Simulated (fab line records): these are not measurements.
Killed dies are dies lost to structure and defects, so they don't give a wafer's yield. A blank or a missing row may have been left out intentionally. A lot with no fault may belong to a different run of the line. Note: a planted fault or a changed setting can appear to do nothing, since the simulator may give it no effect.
Which of the tools did it? / flow berkeley_cmos170 / 14 lots, 42 wafers sampled, at 4 steps of a route of 331

== WHAT THE GAUGES READ, wafer by wafer ==
UCB170_SDANNEAL_RS_MEAS_03: a four-point-probe measurement. Usual: NSD_RS gives 37.33 ohm/sq (standard deviation 0.083).
lot=L832; measured=day 7 09:05; on=film_metro-02; NSD_RS (ohm/sq)=37.29 37.28 37.29; flag=
lot=L833; measured=day 7 09:18; on=film_metro-01; NSD_RS (ohm/sq)=37.43 37.41 37.38; flag=
lot=L834; measured=day 7 15:34; on=film_metro-02; NSD_RS (ohm/sq)=37.38 37.42 37.40; flag=
lot=L838; measured=day 7 22:15; on=film_metro-02; NSD_RS (ohm/sq)=37.33 37.28 37.35; flag=
lot=L835; measured=day 7 23:24; on=film_metro-04; NSD_RS (ohm/sq)=37.29 37.29 37.24; flag=
lot=L839; measured=day 8 06:22; on=film_metro-04; NSD_RS (ohm/sq)=37.24 37.25 37.15; flag=
lot=L840; measured=day 8 06:22; on=film_metro-01; NSD_RS (ohm/sq)=37.39 37.53 37.41; flag=
lot=L843; measured=day 8 23:10; on=film_metro-01; NSD_RS (ohm/sq)=37.34 37.27 37.30; flag=
lot=L842; measured=day 8 23:10; on=film_metro-04; NSD_RS (ohm/sq)=37.37 37.36 37.19; flag=
lot=L845; measured=day 9 14:41; on=film_metro-01; NSD_RS (ohm/sq)=37.35 37.37 37.38; flag=
lot=L844; measured=day 9 14:13; on=film_metro-01; NSD_RS (ohm/sq)=37.43 37.45 37.33; flag=
lot=L848; measured=day 9 22:43; on=film_metro-01; NSD_RS (ohm/sq)=37.33 37.32 37.35; flag=
lot=L852; measured=day 11 00:53; on=film_metro-01; NSD_RS (ohm/sq)=37.34 37.37 37.31; flag=
lot=L853; measured=day 11 00:25; on=film_metro-04; NSD_RS (ohm/sq)=37.35 37.33 37.28; flag=

== WHICH TOOL RAN EACH LOT (tool, then ch and the chambers of the sampled wafers, then the start) ==
lot=L832; UCB170_GATE_ETCH_14=rie_diel-04 ch 0,2,3, day 6 14:02; UCB170_GATE_ETCH_15=rie_si-02 ch 1,2,3, day 6 14:05; UCB170_SDANNEAL_RTA_01=rtp_anneal-02 ch 0, day 7 08:54
lot=L833; UCB170_GATE_ETCH_14=rie_diel-01 ch 1,2,3, day 6 14:31; UCB170_GATE_ETCH_15=rie_si-02 ch 0,1,3, day 6 14:34; UCB170_SDANNEAL_RTA_01=rtp_anneal-02 ch 0, day 7 09:05
lot=L834; UCB170_GATE_ETCH_14=rie_diel-04 ch 0,1,2, day 6 21:32; UCB170_GATE_ETCH_15=rie_si-01 ch 1,2,3, day 6 21:35; UCB170_SDANNEAL_RTA_01=rtp_anneal-01 ch 0, day 7 15:23
lot=L838; UCB170_GATE_ETCH_14=rie_diel-04 ch 0,2,3, day 7 09:09; UCB170_GATE_ETCH_15=rie_si-01 ch 0,2,3, day 7 09:11; UCB170_SDANNEAL_RTA_01=rtp_anneal-02 ch 0, day 7 22:04
lot=L835; UCB170_GATE_ETCH_14=rie_diel-04 ch 0,1, day 7 09:29; UCB170_GATE_ETCH_15=rie_si-01 ch 2,3, day 7 09:32; UCB170_SDANNEAL_RTA_01=rtp_anneal-01 ch 0, day 7 23:13
lot=L839; UCB170_GATE_ETCH_14=rie_diel-04 ch 1,2, day 7 17:17; UCB170_GATE_ETCH_15=rie_si-01 ch 0,3, day 7 17:19; UCB170_SDANNEAL_RTA_01=rtp_anneal-01 ch 0, day 8 06:12
lot=L840; UCB170_GATE_ETCH_14=rie_diel-01 ch 1,3, day 7 17:28; UCB170_GATE_ETCH_15=rie_si-02 ch 0,1,2, day 7 17:30; UCB170_SDANNEAL_RTA_01=rtp_anneal-02 ch 0, day 8 06:11
lot=L843; UCB170_GATE_ETCH_14=rie_diel-04 ch 0,1,2, day 8 05:34; UCB170_GATE_ETCH_15=rie_si-01 ch 0,1, day 8 05:36; UCB170_SDANNEAL_RTA_01=rtp_anneal-02 ch 0, day 8 22:59
lot=L842; UCB170_GATE_ETCH_14=rie_diel-01 ch 0,1, day 8 05:38; UCB170_GATE_ETCH_15=rie_si-02 ch 0,1,3, day 8 05:41; UCB170_SDANNEAL_RTA_01=rtp_anneal-01 ch 0, day 8 22:59
lot=L845; UCB170_GATE_ETCH_14=rie_diel-04 ch 0,1,2, day 8 21:59; UCB170_GATE_ETCH_15=rie_si-01 ch 1,2,3, day 8 22:01; UCB170_SDANNEAL_RTA_01=rtp_anneal-02 ch 0, day 9 14:29
lot=L844; UCB170_GATE_ETCH_14=rie_diel-01 ch 1,2, day 8 22:30; UCB170_GATE_ETCH_15=rie_si-01 ch 1,2,3, day 8 22:32; UCB170_SDANNEAL_RTA_01=rtp_anneal-02 ch 0, day 9 14:02
lot=L848; UCB170_GATE_ETCH_14=rie_diel-02 ch 0,1, day 9 07:44; UCB170_GATE_ETCH_15=rie_si-02 ch 0,1,2, day 9 07:46; UCB170_SDANNEAL_RTA_01=rtp_anneal-02 ch 0, day 9 22:33
lot=L852; UCB170_GATE_ETCH_14=rie_diel-04 ch 0,2, day 10 10:04; UCB170_GATE_ETCH_15=rie_si-02 ch 0,3, day 10 10:07; UCB170_SDANNEAL_RTA_01=rtp_anneal-01 ch 0, day 11 00:41
lot=L853; UCB170_GATE_ETCH_14=rie_diel-02 ch 1,2, day 10 10:29; UCB170_GATE_ETCH_15=rie_si-02 ch 0,1,2, day 10 10:31; UCB170_SDANNEAL_RTA_01=rtp_anneal-01 ch 0, day 11 00:14
- UCB170_GATE_ETCH_14: etches BARC in N2/H2.
- UCB170_GATE_ETCH_15: etches poly-Si in HBr/Cl2, stops on SiO2, time 56.3 s, target depth 278.2 nm.
- UCB170_SDANNEAL_RTA_01: time 5 s.

== WHAT THE TOOLS THEMSELVES READ (means of the sampled wafers that have a number; where no wafer has one, the mark that the record gives instead) ==
UCB170_GATE_ETCH_14. Usual: bias_w 100.0 W, standard deviation 0.31; drypump_motor_current_A 5.80 A, standard deviation 0.28; oes_product_au 0.996 a.u., standard deviation 0.018; throttle_valve_pct 13.34 %, standard deviation 0.17.
lot=L832; tool=rie_diel-04; bias_w (W)=100.1; drypump_motor_current_A (A)=5.81; oes_product_au (a.u.)=0.998; throttle_valve_pct (%)=13.30; flag=
lot=L833; tool=rie_diel-01; bias_w (W)=100.0; drypump_motor_current_A (A)=5.65; oes_product_au (a.u.)=0.994; throttle_valve_pct (%)=13.42; flag=
lot=L834; tool=rie_diel-04; bias_w (W)=100.1; drypump_motor_current_A (A)=5.67; oes_product_au (a.u.)=0.999; throttle_valve_pct (%)=13.42; flag=
lot=L838; tool=rie_diel-04; bias_w (W)=100.0; drypump_motor_current_A (A)=5.81; oes_product_au (a.u.)=0.993; throttle_valve_pct (%)=13.32; flag=
lot=L835; tool=rie_diel-04; bias_w (W)=100.0; drypump_motor_current_A (A)=5.81; oes_product_au (a.u.)=0.999; throttle_valve_pct (%)=13.52; flag=
lot=L839; tool=rie_diel-04; bias_w (W)=100.0; drypump_motor_current_A (A)=5.53; oes_product_au (a.u.)=1.013; throttle_valve_pct (%)=13.40; flag=
lot=L840; tool=rie_diel-01; bias_w (W)=100.2; drypump_motor_current_A (A)=5.44; oes_product_au (a.u.)=1.011; throttle_valve_pct (%)=13.28; flag=
lot=L843; tool=rie_diel-04; bias_w (W)=100.0; drypump_motor_current_A (A)=5.68; oes_product_au (a.u.)=1.002; throttle_valve_pct (%)=13.42; flag=
lot=L842; tool=rie_diel-01; bias_w (W)=99.9; drypump_motor_current_A (A)=5.74; oes_product_au (a.u.)=0.990; throttle_valve_pct (%)=13.33; flag=
lot=L845; tool=rie_diel-04; bias_w (W)=100.2; drypump_motor_current_A (A)=5.68; oes_product_au (a.u.)=1.008; throttle_valve_pct (%)=13.43; flag=
lot=L844; tool=rie_diel-01; bias_w (W)=100.2; drypump_motor_current_A (A)=5.72; oes_product_au (a.u.)=0.979; throttle_valve_pct (%)=13.51; flag=
lot=L848; tool=rie_diel-02; bias_w (W)=100.1; drypump_motor_current_A (A)=5.93; oes_product_au (a.u.)=0.993; throttle_valve_pct (%)=13.06; flag=
lot=L852; tool=rie_diel-04; bias_w (W)=100.1; drypump_motor_current_A (A)=5.66; oes_product_au (a.u.)=0.996; throttle_valve_pct (%)=13.36; flag=
lot=L853; tool=rie_diel-02; bias_w (W)=100.1; drypump_motor_current_A (A)=5.71; oes_product_au (a.u.)=0.973; throttle_valve_pct (%)=13.12; flag=

UCB170_GATE_ETCH_15. Usual: bias_w 150.0 W, standard deviation 0.47; drypump_motor_current_A 5.5 A, standard deviation 0.43; oes_product_au 0.836 a.u., standard deviation 0.017; throttle_valve_pct 26.32 %, standard deviation 0.19.
lot=L832; tool=rie_si-02; bias_w (W)=150.0; drypump_motor_current_A (A)=5.7; oes_product_au (a.u.)=0.831; throttle_valve_pct (%)=26.11; flag=
lot=L833; tool=rie_si-02; bias_w (W)=150.0; drypump_motor_current_A (A)=5.6; oes_product_au (a.u.)=0.852; throttle_valve_pct (%)=26.29; flag=
lot=L834; tool=rie_si-01; bias_w (W)=150.1; drypump_motor_current_A (A)=5.4; oes_product_au (a.u.)=0.834; throttle_valve_pct (%)=26.41; flag=
lot=L838; tool=rie_si-01; bias_w (W)=150.2; drypump_motor_current_A (A)=5.6; oes_product_au (a.u.)=0.843; throttle_valve_pct (%)=26.44; flag=
lot=L835; tool=rie_si-01; bias_w (W)=149.3; drypump_motor_current_A (A)=5.6; oes_product_au (a.u.)=0.831; throttle_valve_pct (%)=26.40; flag=
lot=L839; tool=rie_si-01; bias_w (W)=150.1; drypump_motor_current_A (A)=5.3; oes_product_au (a.u.)=0.818; throttle_valve_pct (%)=26.31; flag=
lot=L840; tool=rie_si-02; bias_w (W)=149.9; drypump_motor_current_A (A)=5.4; oes_product_au (a.u.)=0.839; throttle_valve_pct (%)=26.26; flag=
lot=L843; tool=rie_si-01; bias_w (W)=160.8; drypump_motor_current_A (A)=5.1; oes_product_au (a.u.)=0.827; throttle_valve_pct (%)=26.35; flag=OFF
lot=L842; tool=rie_si-02; bias_w (W)=150.4; drypump_motor_current_A (A)=5.5; oes_product_au (a.u.)=0.840; throttle_valve_pct (%)=26.30; flag=
lot=L845; tool=rie_si-01; bias_w (W)=161.4; drypump_motor_current_A (A)=5.5; oes_product_au (a.u.)=0.835; throttle_valve_pct (%)=26.41; flag=OFF
lot=L844; tool=rie_si-01; bias_w (W)=161.0; drypump_motor_current_A (A)=5.5; oes_product_au (a.u.)=0.834; throttle_valve_pct (%)=26.42; flag=OFF
lot=L848; tool=rie_si-02; bias_w (W)=149.6; drypump_motor_current_A (A)=5.4; oes_product_au (a.u.)=0.836; throttle_valve_pct (%)=26.26; flag=
lot=L852; tool=rie_si-02; bias_w (W)=150.3; drypump_motor_current_A (A)=5.8; oes_product_au (a.u.)=0.846; throttle_valve_pct (%)=26.30; flag=
lot=L853; tool=rie_si-02; bias_w (W)=149.9; drypump_motor_current_A (A)=5.4; oes_product_au (a.u.)=0.833; throttle_valve_pct (%)=26.26; flag=

UCB170_SDANNEAL_RTA_01. Usual: anneal_temp_c_max 1055.7, standard deviation 2.7; lamp_power_pct 40 %, standard deviation 3.2; wafer_temp_C_max 1056.2, standard deviation 1.9.
lot=L832; tool=rtp_anneal-02; anneal_temp_c_max=1053.2; lamp_power_pct (%)=43; wafer_temp_C_max=1053.5; flag=
lot=L833; tool=rtp_anneal-02; anneal_temp_c_max=1052.1; lamp_power_pct (%)=43; wafer_temp_C_max=1054.8; flag=
lot=L834; tool=rtp_anneal-01; anneal_temp_c_max=1059.7; lamp_power_pct (%)=37; wafer_temp_C_max=1058.5; flag=
lot=L838; tool=rtp_anneal-02; anneal_temp_c_max=1053.4; lamp_power_pct (%)=43; wafer_temp_C_max=1055.4; flag=
lot=L835; tool=rtp_anneal-01; anneal_temp_c_max=1056.5; lamp_power_pct (%)=37; wafer_temp_C_max=1057.8; flag=
lot=L839; tool=rtp_anneal-01; anneal_temp_c_max=1058.0; lamp_power_pct (%)=37; wafer_temp_C_max=1057.0; flag=
lot=L840; tool=rtp_anneal-02; anneal_temp_c_max=1053.2; lamp_power_pct (%)=43; wafer_temp_C_max=1054.9; flag=
lot=L843; tool=rtp_anneal-02; anneal_temp_c_max=1053.2; lamp_power_pct (%)=43; wafer_temp_C_max=1054.5; flag=
lot=L842; tool=rtp_anneal-01; anneal_temp_c_max=1058.2; lamp_power_pct (%)=37; wafer_temp_C_max=1058.8; flag=
lot=L845; tool=rtp_anneal-02; anneal_temp_c_max=1053.0; lamp_power_pct (%)=43; wafer_temp_C_max=1055.3; flag=
lot=L844; tool=rtp_anneal-02; anneal_temp_c_max=1052.4; lamp_power_pct (%)=43; wafer_temp_C_max=1054.1; flag=
lot=L848; tool=rtp_anneal-02; anneal_temp_c_max=1053.3; lamp_power_pct (%)=43; wafer_temp_C_max=1054.8; flag=
lot=L852; tool=rtp_anneal-01; anneal_temp_c_max=1058.4; lamp_power_pct (%)=37; wafer_temp_C_max=1057.6; flag=
lot=L853; tool=rtp_anneal-01; anneal_temp_c_max=1056.8; lamp_power_pct (%)=37; wafer_temp_C_max=1058.1; flag=

== THE ANSWER, worked out from the rows above alone ==
Rule: lot off if the mean of its wafers having a number is beyond 3 standard deviations from the usual mean. A lot without any number at a reading at which 4 lots or more have one is off too. All remaining lots with rows at the step are treated as sound. First the gauges in route order, then the tools' own readings, where a lot's mean is used as printed above. The first step at which some lot is off is used, and at that step the reading that is off furthest; a lot without a number counts as furthest.
Off at UCB170_GATE_ETCH_15 (bias_w): L843, L845, L844.
A tool fits if, at that step or a process step before it, it ran every lot that is off, and no sound lot after the first of them. One fits: UCB170_GATE_ETCH_15 on rie_si-01. Its last sound lot is L839 (day 7 17:19), its first lot that is off L843 (day 8 05:36): a fault that began between those two fits.
The tool's own readings at UCB170_GATE_ETCH_15 bear it out: on the lots that are off they differ by more than 5 times the standard deviation of the sound lots' means. bias_w reads 161.1 W there against 150.0 W on the sound lots.

== WHAT THE SIMULATOR HAD PUT IN ==
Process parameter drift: rie_si-01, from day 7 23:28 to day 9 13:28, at UCB170_GATE_ETCH_15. The setting bias_w was moved by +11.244, starting from 150.
Lots struck among those shown: L843, L844, L845. The rule given above showed the same thing.
